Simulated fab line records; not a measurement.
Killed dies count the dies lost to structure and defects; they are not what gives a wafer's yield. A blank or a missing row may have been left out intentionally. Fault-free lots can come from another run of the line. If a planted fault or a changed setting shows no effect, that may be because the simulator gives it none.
Matching of chambers -- flow berkeley-cmos170 -- rie-diel-03 running UCB170_ACTIVE_ETCH_15: 4 sister chambers
The step etches Si3N4 in CH3F/Ar/O2, stops on SiO2, target depth 242 nm, time 151 s. 4 wafers are shown with their chamber, then 7 later ones without.

## WAFERS PAIRED WITH THEIR CHAMBERS
wafer,chamber,drypump-motor-current-A (A)
L833.6,2,6.6
L834.3,0,6.0
L837.3,1,5.6
L837.5,3,5.6

## WAFERS WHOSE CHAMBER IS MISSING
wafer,drypump-motor-current-A (A)
L837.6,6.0
L838.1,5.5
L838.5,6.6
L838.6,5.6
L841.4,6.6
L841.5,5.6
L841.6,6.6

## CHAMBER TAKEN BY EACH
wafer,from the rows above,in truth
L837.6,0,0
L838.1,can't be placed: 1 or 3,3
L838.5,2,2
L838.6,can't be placed: 1 or 3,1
L841.4,2,2
L841.5,can't be placed: 1 or 3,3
L841.6,2,2
Correct placement for 4 of the 7. Can't be placed from these rows: 3 (the true chamber is among the candidates in 3). Number placed wrongly: 0.
How it was worked out, from the rows above alone: a wafer's distance from a chamber is the root of the sum, over the readings, of the square of ((its reading less the chamber's mean) divided by the reading's scatter). The wafer belongs to the nearest chamber; if the next one is less than 2 further off, it can't be placed. For every chamber, the mean is computed from those of its wafers that are shown. The scatter: with one shown wafer a chamber, the root of the mean of the squares of how far each hidden wafer lies from its nearest shown one.
